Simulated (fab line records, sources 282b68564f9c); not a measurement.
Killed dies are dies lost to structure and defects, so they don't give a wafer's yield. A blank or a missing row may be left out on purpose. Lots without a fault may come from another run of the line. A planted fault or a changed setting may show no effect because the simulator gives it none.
Which tool did it? | flow rit_cmos | 15 lots, 45 wafers sampled, at 3 steps of a route of 202

WHAT THE GAUGES READ, wafer by wafer
RIT_NWELL_OVL_MEAS_06. Usual: NWELL_OVL -0.9 nm, standard deviation 1.4.
lot  | measured    | on         | NWELL_OVL (nm) | flag
L645 | day 1 21:40 | overlay-01 | -2.3 -2.6 -1.8 |
L646 | day 2 06:35 | overlay-02 | -0.6 -0.9 -1.1 |
L647 | day 2 10:38 | overlay-02 | -1.8 0.6 -1.2  |
L648 | day 2 14:26 | overlay-01 | -1.4 -1.9 -1.4 |
L649 | day 2 23:54 | overlay-01 | -3.3 -3.6 -0.7 |
L650 | day 3 02:53 | overlay-02 | 0.0 -2.9 -2.1  |
L651 | day 3 07:05 | overlay-02 | - - -          | OFF
L652 | day 3 11:05 | overlay-02 | - - -          | OFF
L653 | day 3 16:31 | overlay-02 | - - -          | OFF
L661 | day 5 07:58 | overlay-02 | 1.2 0.1 -0.7   |
L663 | day 5 17:17 | overlay-01 | 0.4 -0.1 -0.7  |
L664 | day 5 21:03 | overlay-02 | -1.4 0.0 -1.2  |
L665 | day 6 03:52 | overlay-02 | 1.8 0.8 2.8    |
L666 | day 6 07:50 | overlay-02 | -0.4 -1.4 -0.7 |
L667 | day 6 13:10 | overlay-02 | -0.6 1.3 1.4   |

RIT_PWELL_TW_MEAS_10. Usual: PWELL_TW 961, standard deviation 5.9.
lot  | measured    | on            | PWELL_TW       | flag
L645 | day 1 23:54 | film_metro-04 | 952 957 959    |
L646 | day 2 08:52 | film_metro-04 | 957 962 954    |
L647 | day 2 12:48 | film_metro-04 | 963 960 965    |
L648 | day 2 16:56 | film_metro-04 | 962 961 961    |
L649 | day 3 02:11 | film_metro-02 | 956 959 961    |
L650 | day 3 05:11 | film_metro-04 | 967 964 968    |
L651 | day 3 09:23 | film_metro-04 | 2230 2233 2222 | OFF
L652 | day 3 13:23 | film_metro-02 | 2198 2193 2193 | OFF
L653 | day 3 18:41 | film_metro-04 | 2226 2223 2235 | OFF
L661 | day 5 10:08 | film_metro-02 | 955 957 954    |
L663 | day 5 19:34 | film_metro-04 | 960 960 964    |
L664 | day 5 23:13 | film_metro-02 | 954 953 960    |
L665 | day 6 06:11 | film_metro-04 | 962 967 960    |
L666 | day 6 10:07 | film_metro-04 | 967 967 959    |
L667 | day 6 15:31 | film_metro-02 | 953 960 952    |

WHICH TOOL RAN EACH LOT (tool, then ch and the chambers of the sampled wafers, then the start)
lot  | RIT_NWELL_COAT_01
L645 | litho_track-01 ch 0, day 1 20:40
L646 | litho_track-02 ch 0, day 2 05:51
L647 | litho_track-02 ch 0, day 2 09:50
L648 | litho_track-01 ch 0, day 2 13:44
L649 | litho_track-02 ch 0, day 2 23:03
L650 | litho_track-02 ch 0, day 3 02:05
L651 | litho_track-02, day 3 06:22
L652 | litho_track-04, day 3 10:16
L653 | litho_track-01, day 3 15:42
L661 | litho_track-04 ch 0, day 5 06:58
L663 | litho_track-04 ch 0, day 5 16:26
L664 | litho_track-04 ch 0, day 5 20:11
L665 | litho_track-02 ch 0, day 6 03:10
L666 | litho_track-01 ch 0, day 6 06:56
L667 | litho_track-02 ch 0, day 6 12:20
- RIT_NWELL_COAT_01: resist thk 1300 nm.

WHAT THE TOOLS THEMSELVES READ (means of the sampled wafers that have a number; where no wafer has one, the mark that the record gives instead)
RIT_NWELL_COAT_01. Usual: chill_plate_temp_C 23.02 C, standard deviation 0.099; dispense_pressure_kPa 49.9 kPa, standard deviation 0.57.
lot  | tool           | chill_plate_temp_C (C) | dispense_pressure_kPa (kPa) | flag
L645 | litho_track-01 | 22.90                  | 50.6                        |
L646 | litho_track-02 | 23.06                  | 50.1                        |
L647 | litho_track-02 | 23.03                  | 50.1                        |
L648 | litho_track-01 | 23.03                  | 50.5                        |
L649 | litho_track-02 | 22.96                  | 50.1                        |
L650 | litho_track-02 | 22.93                  | 50.1                        |
L651 | litho_track-02 | -                      | -                           | OFF
L652 | litho_track-04 | -                      | -                           | OFF
L653 | litho_track-01 | -                      | -                           | OFF
L661 | litho_track-04 | 23.03                  | 49.1                        |
L663 | litho_track-04 | 23.06                  | 49.1                        |
L664 | litho_track-04 | 22.96                  | 49.1                        |
L665 | litho_track-02 | 23.12                  | 50.0                        |
L666 | litho_track-01 | 23.09                  | 50.5                        |
L667 | litho_track-02 | 23.08                  | 50.0                        |

THE ANSWER, worked out from the rows above alone
Rule: a lot is off if the mean of its wafers that have a number lies more than 3 standard deviations from the usual mean. A lot without any number at a reading at which 4 lots or more have one is off too. The other lots that the step has rows for count as sound. The gauges are gone through in route order, then the tools' own readings, and for those a lot's mean is taken as printed above. The first step at which some lot is off is used, and at that step the reading that is off furthest; a lot without a number counts as furthest.
Off: L651, L652, L653, at RIT_NWELL_OVL_MEAS_06 (NWELL_OVL). Without a number there: L651, L652, L653.
A tool fits if, at a process step before that reading, it ran every lot that is off, and no sound lot after the first of them. The gauges at RIT_NWELL_OVL_MEAS_06 aren't tried: what is off there is off at RIT_PWELL_TW_MEAS_10 too, on other tools, and a gauge's error can't cause that. None of those tried fits.

WHAT THE SIMULATOR HAD PUT IN
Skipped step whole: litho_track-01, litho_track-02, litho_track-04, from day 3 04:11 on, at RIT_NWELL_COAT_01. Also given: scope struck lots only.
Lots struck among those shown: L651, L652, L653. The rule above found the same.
